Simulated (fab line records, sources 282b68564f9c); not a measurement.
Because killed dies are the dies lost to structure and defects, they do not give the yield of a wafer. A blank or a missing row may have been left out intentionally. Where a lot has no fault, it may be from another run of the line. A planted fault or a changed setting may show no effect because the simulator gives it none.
fab line records	flow rit_cmos
record: lots: 6	wafers: 18	last_day: 7
route steps=202 shown REOX@99 NLDD@103 PLDD@114 SPACER@125 NSD@131 M1@202
lots that met no fault: taken from a fault-free run of the same line
start_h: hours from the record's opening day to when the first of the lot's shown wafers began	wait_h: hours from the lot's prior step to this one	" as in the row above	L1.1+2: several wafers, shown together as one row	- either no value or no given start	* or withheld: withheld	< > ~ a bound
route shown NAME@n: a module of which the file shows steps, and the number in the route of the first	usual: mean and standard deviation over wafers with no fault	same: alike in all rows	chamber/n: place in a boat	sites: each site's reading	_std_site: the standard deviation of these	_edge_site: mean of outer sites minus mean of inner sites	radius_mm: for every site, how far away it sits from the centre of the wafer	mask NAME#n: copy n	behind: the tool/chamber that last shaped the wafer	hold: cause of the lot's hold/its duration in hours/its outcome	device: transistor that didn't switch, given as n, p or np	end of line: the same wafers' tests at the end of the route	step lacking rows: just its recipe	killed: dies lost to structure and defects at the first sort, not the wafer's yield	map: a wafer's dies, x killed, . not, _ none there
set.NAME: setting as actually run; set.NAME@STEP: the setting as run at that earlier step	model.NAME: the simulator's own value behind a step, which no gauge read
certain route steps with their lots: each step a table, each wafer a row
services: from which hour (start_h, from the record's first day; less than 0 if before it) a tool's chamber was out of use, for how many hours, and why
== steps ==
step: RIT_REOX_CLEAN_01
recipe: chemistry: dHF	dilution: 50:1	time_s: 30
step: RIT_REOX_CLEAN_02
recipe: chemistry: SC2	mix: 3:3:50	time_s: 600	temp_c: 75	dry: n2_spin
step: RIT_REOX_OXIDATION_03
recipe: temp_c: 900	ambient: O2	target_thk_a: 252	ox_time_s: 5580
step: RIT_REOX_THK_MEAS_04
recipe: reads: SiO2_of_REOX_OXIDATION_03
usual: REOX_OXIDE_THK: 25.4/0.43
lot.wafer	tool	chamber	start_h	wait_h	REOX_OXIDE_THK[nm]
L715.1	film_metro-03	-	41.46	0.0	25.1
L715.5	"	-	"	"	25.2
L715.6	"	-	"	"	25.4
L718.2	film_metro-02	-	55.31	0.0	25.6
L718.5	"	-	"	"	25.3
L718.6	"	-	"	"	25.4
L723.3	film_metro-01	-	80.33	0.0	25.2
L723.4	"	-	"	"	25.4
L723.6	"	-	"	"	25.2
L725.2	film_metro-01	-	91.61	0.0	25.4
L725.4	"	-	"	"	25.1
L725.5	"	-	"	"	25.1
L732.3	film_metro-02	-	126.95	0.0	25.6
L732.4	"	-	"	"	26.0
L732.5	"	-	"	"	25.6
L737.1	film_metro-02	-	150.45	0.0	25.2
L737.3	"	-	"	"	24.7
L737.4	"	-	"	"	25.1
step: RIT_NLDD_HMDS_00
recipe: prime_time_s: 60	prime_temp_c: 140
step: RIT_NLDD_COAT_01
recipe: resist: NOVOLAK	spin_rpm: 3250	resist_thk_nm: 1000
step: RIT_NLDD_SOFTBAKE_02
recipe: resist: NOVOLAK	temp_c: 90	time_s: 60
step: RIT_NLDD_EXPOSE_03
recipe: mask_id: M7	na: 0.57	target_cd_nm: 40700	dose_mj: 250
step: RIT_NLDD_PEB_04
recipe: resist: NOVOLAK	temp_c: withheld	time_s: withheld
step: RIT_NLDD_DEVELOP_05
recipe: resist: NOVOLAK	develop_time_s: 50	dev_temp_c: 23
step: RIT_NLDD_OVL_MEAS_06
usual: NLDD_OVL: 0.3/1.3
lot.wafer	tool	chamber	start_h	wait_h	NLDD_OVL[nm]
L715.1	overlay-01	-	42.37	-	-2.6
L715.5	"	-	"	"	-1.4
L715.6	"	-	"	"	-2.1
L718.2	overlay-01	-	56.34	-	0.7
L718.5	"	-	"	"	0.6
L718.6	"	-	"	"	1.3
L723.3	overlay-01	-	81.23	-	2.0
L723.4	"	-	"	"	2.6
L723.6	"	-	"	"	1.5
L725.2	overlay-02	-	92.64	-	-1.0
L725.4	"	-	"	"	-0.3
L725.5	"	-	"	"	-0.6
L732.3	overlay-01	-	128.20	-	-0.3
L732.4	"	-	"	"	0.1
L732.5	"	-	"	"	-1.1
L737.1	overlay-02	-	151.36	-	2.1
L737.3	"	-	"	"	1.4
L737.4	"	-	"	"	2.8
step: RIT_NLDD_HARDBAKE_07
recipe: resist: NOVOLAK	temp_c: 140	time_s: 60
step: RIT_NLDD_IMPLANT_08
recipe: species: P	energy_kev: 20	dose_cm2: 5e+14	tilt_deg: 6.779
usual: dose_ions_cm2: 5e+14/5e+11	end_station_pressure_torr: 6.2e-06/3.3e-07	faraday_current_uA: 1569/30
lot.wafer	tool	chamber	start_h	wait_h	dose_ions_cm2	end_station_pressure_torr	faraday_current_uA
L715.1	implanter-02	0	42.56	0.1	4.994e+14	5.7e-06	1606
L715.5	"	0	"	"	5.002e+14	6.1e-06	1563
L715.6	"	0	"	"	5.006e+14	5.7e-06	1538
L718.2	implanter-03	0	56.55	0.1	5.001e+14	6e-06	1550
L718.5	"	0	"	"	5.002e+14	6.2e-06	1589
L718.6	"	0	"	"	5.008e+14	6.7e-06	1585
L723.3	implanter-03	0	81.45	0.1	9.99e+13	5.8e-06	313
L723.4	"	0	"	"	1.001e+14	5e-06	315
L723.6	"	0	"	"	1.006e+14	5.1e-06	311
L725.2	implanter-03	0	92.85	0.1	9.99e+13	5.4e-06	315
L725.4	"	0	"	"	9.93e+13	5.6e-06	318
L725.5	"	0	"	"	1.003e+14	5.3e-06	311
L732.3	implanter-02	0	128.65	0.1	5e+14	5.7e-06	1526
L732.4	"	0	"	"	4.997e+14	6e-06	1581
L732.5	"	0	"	"	4.999e+14	6.3e-06	1598
L737.1	implanter-02	0	151.56	0.1	4.999e+14	6.8e-06	1534
L737.3	"	0	"	"	5.002e+14	6.9e-06	1574
L737.4	"	0	"	"	4.991e+14	6e-06	1562
step: RIT_NLDD_STRIP_09
recipe: chemistry: O2	time_s: 180	resist: NOVOLAK	platen_temp_c: withheld	power_w: 500	pressure_mtorr: 4000	o2_flow_sccm: 4000
usual: drypump_motor_current_A: 5.6/0.57
lot.wafer	tool	chamber	start_h	wait_h	drypump_motor_current_A	rf_hours_counter_h
L715.1	plasma_asher-03	0	42.71	0.1	5.9	42
L715.5	"	1	"	"	6.1	-
L715.6	"	0	"	"	5.9	-
L718.2	plasma_asher-04	1	56.67	0.1	6.3	41
L718.5	"	0	"	"	5.0	-
L718.6	"	1	"	"	6.2	-
L723.3	plasma_asher-03	1	81.61	0.1	6.1	-
L723.4	"	0	"	"	5.9	-
L723.6	"	0	"	"	5.9	-
L725.2	plasma_asher-04	0	92.97	0.1	5.0	45
L725.4	"	0	"	"	5.0	-
L725.5	"	0	"	"	5.0	-
L732.3	plasma_asher-04	1	128.81	0.1	6.3	-
L732.4	"	0	"	"	5.0	-
L732.5	"	0	"	"	5.0	-
L737.1	plasma_asher-02	1	151.71	0.1	4.7	38
L737.3	"	1	"	"	4.7	-
L737.4	"	0	"	"	5.7	-
step: RIT_NLDD_TW_MEAS_10
usual: NLDD_TW: 2516/23
lot.wafer	tool	chamber	start_h	wait_h	NLDD_TW
L715.1	film_metro-04	-	42.88	0.1	2502
L715.5	"	-	"	"	2511
L715.6	"	-	"	"	2499
L718.2	film_metro-04	-	56.86	0.1	2509
L718.5	"	-	"	"	2504
L718.6	"	-	"	"	2515
L723.3	film_metro-03	-	81.75	0.1	1554
L723.4	"	-	"	"	1559
L723.6	"	-	"	"	1549
L725.2	film_metro-04	-	93.16	0.1	1552
L725.4	"	-	"	"	1552
L725.5	"	-	"	"	1538
L732.3	film_metro-04	-	128.95	0.1	2517
L732.4	"	-	"	"	2509
L732.5	"	-	"	"	2512
L737.1	film_metro-03	-	151.88	0.1	2496
L737.3	"	-	"	"	2493
L737.4	"	-	"	"	2523
step: RIT_PLDD_HMDS_00
recipe: prime_time_s: 60	prime_temp_c: 140
step: RIT_PLDD_COAT_01
recipe: resist: NOVOLAK	spin_rpm: 3250	resist_thk_nm: 982.6
step: RIT_PLDD_SOFTBAKE_02
recipe: resist: NOVOLAK	temp_c: 90	time_s: 60
step: RIT_PLDD_EXPOSE_03
recipe: mask_id: M8	na: 0.57	target_cd_nm: 40900	dose_mj: 250
step: RIT_PLDD_PEB_04
recipe: resist: NOVOLAK	temp_c: withheld	time_s: withheld
step: RIT_PLDD_DEVELOP_05
recipe: resist: NOVOLAK	develop_time_s: 50	dev_temp_c: 23
step: RIT_PLDD_OVL_MEAS_06
usual: PLDD_OVL: 0.2/1.4
lot.wafer	tool	chamber	start_h	wait_h	PLDD_OVL[nm]
L715.1	overlay-02	-	43.92	-	3.3
L715.5	"	-	"	"	3.4
L715.6	"	-	"	"	3.5
L718.2	overlay-02	-	57.95	-	1.5
L718.5	"	-	"	"	0.6
L718.6	"	-	"	"	1.3
L723.3	overlay-01	-	82.96	-	1.3
L723.4	"	-	"	"	0.7
L723.6	"	-	"	"	-0.5
L725.2	overlay-01	-	94.25	-	-1.7
L725.4	"	-	"	"	-1.0
L725.5	"	-	"	"	-0.7
L732.3	overlay-01	-	129.98	-	-1.3
L732.4	"	-	"	"	-3.3
L732.5	"	-	"	"	-2.6
L737.1	overlay-02	-	152.86	-	-0.4
L737.3	"	-	"	"	0.5
L737.4	"	-	"	"	-0.4
step: RIT_PLDD_HARDBAKE_07
recipe: resist: NOVOLAK	temp_c: 140	time_s: 60
step: RIT_PLDD_IMPLANT_08
recipe: species: BF2	energy_kev: 20	dose_cm2: 9e+14	tilt_deg: 7
step: RIT_PLDD_STRIP_09
recipe: chemistry: O2	time_s: 180	resist: NOVOLAK	platen_temp_c: withheld	power_w: 500	pressure_mtorr: 4000	o2_flow_sccm: 4000
usual: drypump_motor_current_A: 5.6/0.59
lot.wafer	tool	chamber	start_h	wait_h	drypump_motor_current_A	rf_hours_counter_h
L715.1	plasma_asher-02	0	44.25	0.1	5.7	27
L715.5	"	0	"	"	5.8	-
L715.6	"	1	"	"	4.8	-
L718.2	plasma_asher-03	1	58.28	0.1	6.0	43
L718.5	"	0	"	"	5.9	-
L718.6	"	1	"	"	6.1	-
L723.3	plasma_asher-02	1	83.34	0.1	4.7	-
L723.4	"	0	"	"	5.7	-
L723.6	"	0	"	"	5.7	-
L725.2	plasma_asher-02	0	94.58	0.1	5.7	32
L725.4	"	1	"	"	4.7	-
L725.5	"	0	"	"	5.7	-
L732.3	plasma_asher-01	0	130.36	0.1	6.3	-
L732.4	"	1	"	"	6.0	-
L732.5	"	0	"	"	6.3	-
L737.1	plasma_asher-01	0	153.20	0.1	6.4	4
L737.3	"	0	"	"	6.3	-
L737.4	"	1	"	"	6.0	-
step: RIT_PLDD_TW_MEAS_10
usual: PLDD_TW: 2371/24
lot.wafer	tool	chamber	start_h	wait_h	PLDD_TW
L715.1	film_metro-04	-	44.43	0.1	2363
L715.5	"	-	"	"	2357
L715.6	"	-	"	"	2350
L718.2	film_metro-04	-	58.46	0.1	2363
L718.5	"	-	"	"	2355
L718.6	"	-	"	"	2372
L723.3	film_metro-02	-	83.48	0.1	2408
L723.4	"	-	"	"	2396
L723.6	"	-	"	"	2413
L725.2	film_metro-02	-	94.76	0.1	2420
L725.4	"	-	"	"	2407
L725.5	"	-	"	"	2419
L732.3	film_metro-03	-	130.50	0.1	2362
L732.4	"	-	"	"	2362
L732.5	"	-	"	"	2365
L737.1	film_metro-03	-	153.37	0.1	2356
L737.3	"	-	"	"	2355
L737.4	"	-	"	"	2363
step: RIT_SPACER_CLEAN_00
recipe: chemistry: SC1	mix: 3:3:50	time_s: 600	temp_c: 75
step: RIT_SPACER_CLEAN_01
recipe: chemistry: dHF	dilution: 50:1	time_s: 30
step: RIT_SPACER_CLEAN_02
recipe: chemistry: SC2	mix: 3:3:50	time_s: 600	temp_c: 75	dry: n2_spin
step: RIT_SPACER_CVD_03
recipe: material: Si3N4	target_thk_nm: 250	temp_c: 810	precursor: SiH2Cl2/NH3	time_s: 3300	pressure_mtorr: 300	sih2cl2_flow_sccm: 60	nh3_flow_sccm: 150
step: RIT_SPACER_THK_MEAS_04
recipe: reads: Si3N4_of_SPACER_CVD_03
usual: SPACER_NITRIDE_THK: 249.2/2.2
lot.wafer	tool	chamber	start_h	wait_h	SPACER_NITRIDE_THK[nm]
L715.1	film_metro-01	-	46.77	0.0	249.5
L715.5	"	-	"	"	248.8
L715.6	"	-	"	"	248.3
L718.2	film_metro-01	-	60.98	0.0	249.0
L718.5	"	-	"	"	246.7
L718.6	"	-	"	"	247.8
L723.3	film_metro-04	-	86.73	0.0	251.4
L723.4	"	-	"	"	250.7
L723.6	"	-	"	"	250.7
L725.2	film_metro-02	-	98.55	0.0	250.0
L725.4	"	-	"	"	248.1
L725.5	"	-	"	"	250.5
L732.3	film_metro-02	-	132.91	0.0	250.8
L732.4	"	-	"	"	253.4
L732.5	"	-	"	"	251.9
L737.1	film_metro-02	-	155.73	0.0	251.9
L737.3	"	-	"	"	251.5
L737.4	"	-	"	"	253.9
step: RIT_SPACER_ETCHBACK_05
recipe: target_depth_a: 2500	SF6_flow_sccm: 30	CHF3_flow_sccm: 30	target: Si3N4	chemistry: SF6/CHF3	pressure_mtorr: 40	rf_w: 258.9	time_s: 240	stop_on: SiO2
usual: drypump_motor_current_A: 6.1/0.54	oes_product_au: 0.845/0.011	rf_fwd_power_W: 257.9/0.95	throttle_valve_pct: 10.27/0.17
lot.wafer	tool	chamber	start_h	wait_h	drypump_motor_current_A	oes_product_au	rf_fwd_power_W	rf_hours_counter_h	throttle_valve_pct
L715.1	rie_diel-04	2	46.83	0.1	6.3	0.834	260.4	140	10.32
L715.5	"	0	"	"	5.3	0.842	259.0	-	10.20
L715.6	"	2	"	"	6.3	0.835	259.9	-	10.32
L718.2	rie_diel-03	2	61.03	0.0	6.6	0.823	257.5	116	10.52
L718.5	"	0	"	"	5.5	0.849	258.8	-	10.46
L718.6	"	1	"	"	6.4	0.839	257.1	-	10.18
L723.3	rie_diel-02	3	86.77	0.0	5.3	0.857	256.6	71	10.52
L723.4	"	1	"	"	6.6	0.855	256.4	6	10.03
L723.6	"	2	"	"	6.5	0.852	258.2	-	10.02
L725.2	rie_diel-04	0	98.60	0.0	5.3	0.843	258.0	53	10.20
L725.4	"	2	"	"	6.3	0.824	257.7	141	10.32
L725.5	"	1	"	"	5.6	0.855	257.9	-	10.34
L732.3	rie_diel-02	2	132.95	0.0	6.5	0.860	258.7	120	10.02
L732.4	"	3	"	"	5.2	0.863	258.1	72	10.51
L732.5	"	2	"	"	6.5	0.862	257.2	-	10.02
L737.1	rie_diel-04	0	155.79	0.1	5.4	0.851	257.5	54	10.21
L737.3	"	3	"	"	5.3	0.847	257.4	37	10.42
L737.4	"	1	"	"	5.7	0.866	257.1	2	10.34
step: RIT_NSD_HMDS_00
recipe: prime_time_s: 60	prime_temp_c: 140
step: RIT_NSD_COAT_01
recipe: resist: NOVOLAK	spin_rpm: 3250	resist_thk_nm: 1000
step: RIT_NSD_SOFTBAKE_02
recipe: resist: NOVOLAK	temp_c: 90	time_s: 60
step: RIT_NSD_EXPOSE_03
recipe: mask_id: M9	na: 0.57	target_cd_nm: 40700	dose_mj: 250
step: RIT_NSD_PEB_04
recipe: resist: NOVOLAK	temp_c: withheld	time_s: withheld
step: RIT_NSD_DEVELOP_05
recipe: resist: NOVOLAK	develop_time_s: 50	dev_temp_c: 23
step: RIT_NSD_OVL_MEAS_06
usual: NSD_OVL: 0.3/1.3
lot.wafer	tool	chamber	start_h	wait_h	NSD_OVL[nm]
L715.1	overlay-02	-	47.96	-	1.2
L715.5	"	-	"	"	0.1
L715.6	"	-	"	"	1.0
L718.2	overlay-02	-	62.04	-	-1.3
L718.5	"	-	"	"	0.5
L718.6	"	-	"	"	0.0
L723.3	overlay-02	-	87.91	-	2.6
L723.4	"	-	"	"	3.0
L723.6	"	-	"	"	0.1
L725.2	overlay-01	-	99.73	-	0.3
L725.4	"	-	"	"	0.6
L725.5	"	-	"	"	0.3
L732.3	overlay-02	-	134.08	-	2.1
L732.4	"	-	"	"	0.8
L732.5	"	-	"	"	0.8
L737.1	overlay-02	-	157.09	-	0.3
L737.3	"	-	"	"	0.6
L737.4	"	-	"	"	1.3
step: RIT_NSD_HARDBAKE_07
recipe: resist: NOVOLAK	temp_c: 140	time_s: 60
step: RIT_NSD_IMPLANT_08
recipe: species: P	energy_kev: 25	dose_cm2: 1e+15	tilt_deg: 7
step: RIT_NSD_STRIP_09
recipe: chemistry: O2	time_s: 180	resist: NOVOLAK	platen_temp_c: withheld	power_w: 500	pressure_mtorr: 4000	o2_flow_sccm: 4000
usual: drypump_motor_current_A: 5.8/0.57
lot.wafer	tool	chamber	start_h	wait_h	drypump_motor_current_A	rf_hours_counter_h
L715.1	plasma_asher-01	0	48.29	0.1	6.4	37
L715.5	"	1	"	"	6.0	-
L715.6	"	0	"	"	6.4	-
L718.2	plasma_asher-04	0	62.37	0.1	5.0	42
L718.5	"	1	"	"	6.3	-
L718.6	"	0	"	"	5.0	-
L723.3	plasma_asher-01	0	88.29	0.1	6.3	-
L723.4	"	1	"	"	6.1	-
L723.6	"	0	"	"	6.3	-
L725.2	plasma_asher-02	1	100.06	0.1	4.7	32
L725.4	"	1	"	"	4.7	-
L725.5	"	0	"	"	5.7	-
L732.3	plasma_asher-04	0	134.46	0.1	5.0	-
L732.4	"	1	"	"	6.2	-
L732.5	"	1	"	"	6.2	-
L737.1	plasma_asher-01	0	157.42	0.1	6.3	4
L737.3	"	0	"	"	6.4	-
L737.4	"	1	"	"	6.0	-
step: RIT_SDANNEAL_RS_MEAS_07
recipe: thk_meas_gauge: four-point-probe
usual: NLDD_RS: 151.7/0.57
lot.wafer	tool	chamber	start_h	wait_h	NLDD_RS[ohm/sq]
L715.1	film_metro-04	-	50.90	0.1	151.9
L715.5	"	-	"	"	151.8
L715.6	"	-	"	"	151.2
L718.2	film_metro-03	-	64.96	0.1	152.5
L718.5	"	-	"	"	152.2
L718.6	"	-	"	"	151.6
L723.3	film_metro-04	-	90.95	0.1	516.3
L723.4	"	-	"	"	514.1
L723.6	"	-	"	"	519.9
L725.2	film_metro-04	-	102.53	0.1	515.8
L725.4	"	-	"	"	518.0
L725.5	"	-	"	"	523.6
L732.3	film_metro-03	-	136.90	0.1	151.8
L732.4	"	-	"	"	151.4
L732.5	"	-	"	"	151.5
L737.1	film_metro-02	-	159.86	0.1	151.9
L737.3	"	-	"	"	152.1
L737.4	"	-	"	"	151.7
step: RIT_M1_PROBE_99
usual: killed_at_contacts: 0.1/0.24	killed_at_front_end: 7/3.1	killed_dies: 7/3.1	killed_open: 3.6/2.1	killed_short: 3.2/2
same: gross_dies: 264	killed_at_M0_to_M3: 0	killed_at_M4_up: 0	killed_at_back_side: 0	killed_at_other: 0
lot.wafer	tool	chamber	start_h	wait_h	killed_at_contacts	killed_at_front_end	killed_dies	killed_open	killed_short
L715.1	prober-02	-	57.93	0.1	0	4	4	2	2
L715.5	prober-02	-	58.13	0.2	0	5	5	4	1
L715.6	prober-02	-	58.18	0.2	0	8	8	3	5
L718.2	prober-01	-	72.08	0.1	1	7	8	6	2
L718.5	prober-01	-	72.23	0.2	0	10	10	7	3
L718.6	prober-01	-	72.28	0.2	0	8	8	2	6
L723.3	prober-02	-	98.20	0.2	0	2	2	1	1
L723.4	prober-02	-	98.25	0.2	0	0	0	0	0
L723.6	prober-02	-	98.35	0.2	0	3	3	1	2
L725.2	prober-02	-	110.17	0.1	1	5	6	2	4
L725.4	prober-02	-	110.27	0.2	0	7	7	5	2
L725.5	prober-02	-	110.32	0.2	0	8	8	5	3
L732.3	prober-01	-	144.39	0.2	0	8	8	4	4
L732.4	prober-01	-	144.44	0.2	0	9	9	4	5
L732.5	prober-01	-	144.49	0.2	0	3	3	2	1
L737.1	prober-02	-	167.09	0.1	0	14	14	8	6
L737.3	prober-02	-	167.19	0.2	0	11	11	4	7
L737.4	prober-02	-	167.24	0.2	1	2	3	3	0
killed by level:class
L715.1 REOX:geometric_particle:short=1 SPACER:geometric_particle:open=1 SPACER:geometric_particle:short=1 SILICIDE:geometric_particle:open=1
L715.5 FOX1:geometric_particle:open=1 FOX2:geometric_particle:open=1 GATE:geometric_particle:short=1 GATE:geometric_particle:open=1 SILICIDE:geometric_particle:open=1
L715.6 FOX1:geometric_particle:short=2 GATE:geometric_particle:open=2 GATE:geometric_particle:short=1 REOX:geometric_particle:open=1 REOX:geometric_particle:short=1 SPACER:geometric_particle:short=1
L718.2 FOX1:geometric_particle:open=2 GATE:geometric_particle:open=2 REOX:geometric_particle:open=1 REOX:geometric_particle:short=1 SPACER:geometric_particle:open=1 CONTACT:geometric_particle:short=1
L718.5 FOX1:geometric_particle:open=3 GATE:geometric_particle:open=3 FOX1:geometric_particle:short=2 REOX:geometric_particle:short=1 SPACER:geometric_particle:open=1
L718.6 FOX1:geometric_particle:short=2 GATE:geometric_particle:short=2 FOX1:geometric_particle:open=1 SPACER:geometric_particle:short=1 SPACER:geometric_particle:open=1 SILICIDE:geometric_particle:short=1
L723.3 GATE:geometric_particle:short=1 SILICIDE:geometric_particle:open=1
L723.6 GATE:geometric_particle:short=1 REOX:geometric_particle:short=1 SPACER:geometric_particle:open=1
L725.2 GATE:geometric_particle:short=2 SPACER:geometric_particle:short=2 GATE:geometric_particle:open=1 CONTACT:geometric_particle:open=1
L725.4 GATE:geometric_particle:open=3 FOX2:geometric_particle:short=1 SPACER:geometric_particle:open=1 SPACER:geometric_particle:short=1 SILICIDE:geometric_particle:open=1
L725.5 GATE:geometric_particle:short=2 GATE:geometric_particle:open=2 SILICIDE:geometric_particle:open=2 FOX2:geometric_particle:open=1 SILICIDE:geometric_particle:short=1
L732.3 GATE:geometric_particle:short=2 FOX2:geometric_particle:open=1 GATE:geometric_particle:open=1 REOX:geometric_particle:open=1 REOX:geometric_particle:short=1 SPACER:geometric_particle:open=1 SILICIDE:geometric_particle:short=1
L732.4 SPACER:geometric_particle:short=3 SPACER:geometric_particle:open=2 FOX1:geometric_particle:open=1 FOX2:geometric_particle:short=1 FOX2:geometric_particle:open=1 GATE:geometric_particle:short=1
L732.5 FOX1:geometric_particle:short=1 GATE:geometric_particle:open=1 SPACER:geometric_particle:open=1
L737.1 FOX1:geometric_particle:open=2 GATE:geometric_particle:short=2 REOX:geometric_particle:open=2 REOX:geometric_particle:short=2 SILICIDE:geometric_particle:open=2 FOX1:geometric_particle:short=1 FOX2:geometric_particle:open=1 GATE:geometric_particle:open=1
L737.3 GATE:geometric_particle:short=2 REOX:geometric_particle:short=2 SPACER:geometric_particle:open=2 FOX1:geometric_particle:short=1 FOX2:geometric_particle:short=1 GATE:geometric_particle:open=1 SPACER:geometric_particle:short=1 SILICIDE:geometric_particle:open=1
L737.4 GATE:geometric_particle:open=1 SILICIDE:geometric_particle:open=1 CONTACT:geometric_particle:open=1
== services ==
tool	chamber	start_h	hours	kind
rie_diel-02	3	24.21	5.2	repair
rie_diel-04	1	28.25	9.1	repair
rie_diel-04	3	29.67	4.2	repair
rie_diel-04	1	37.36	-	clean
rie_diel-04	1	37.36	24.8	scheduled_down
rie_diel-04	1	37.36	24.8	vent_cycle
plasma_asher-03	-	45.88	4.0	pm
rie_diel-03	1	50.38	4.1	repair
implanter-02	-	80.39	3.7	pm
rie_diel-02	2	98.30	5.0	repair
plasma_asher-03	-	108.71	1.9	repair
plasma_asher-01	-	108.75	9.0	pm
plasma_asher-01	0	108.75	9.0	vent_cycle
plasma_asher-01	1	108.75	9.0	vent_cycle
rie_diel-03	3	113.34	2.7	repair
plasma_asher-01	-	115.26	0.9	repair
plasma_asher-01	0	117.75	-	clean
plasma_asher-01	1	117.75	-	clean
rie_diel-04	3	121.15	6.7	repair
plasma_asher-03	-	130.36	2.8	pm
implanter-03	-	130.60	10.6	repair
rie_diel-03	3	140.74	14.5	repair
implanter-03	-	141.21	2.9	pm
rie_diel-02	-	145.14	2.8	pm
== key ==
first_sign: step: RIT_NLDD_IMPLANT_08	reading: dose_ions_cm2	direction: down	sigmas: 99+	usual: 5e+14	struck: 1e+14
effect: step: RIT_NLDD_IMPLANT_08	reading: faraday_current_uA	direction: down	sigmas: 42	usual: 1569	struck: 314
effect: step: RIT_NLDD_TW_MEAS_10	reading: NLDD_TW	direction: down	sigmas: 41	usual: 2516	struck: 1550
effect: step: RIT_SDANNEAL_RS_MEAS_07	reading: NLDD_RS	direction: up	sigmas: 99+	usual: 151.7	struck: 517.9
met_at RIT_NLDD_IMPLANT_08
struck_wafers L723.3,L723.4,L723.6,L725.2,L725.4,L725.5
tester_left_out L723,L725
onset_between 56.55 81.45
fault: kind: process_parameter_drift	tool: implanter-03	chamber: -	onset_h: 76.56	steps: RIT_NLDD_IMPLANT_08	channel: dose_cm2	offset: -4e+14	shape: step	end_h: 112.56	acts_in: these_recipes_only	stated: 5e+14
tester_left_out: of these lots the tester's yield and bins aren't shown, on N5 and GAA mostly nor the transistor test; their killed dies are dies lost to structure and defects alone, not to doping, threshold or leakage, so they don't give the yield
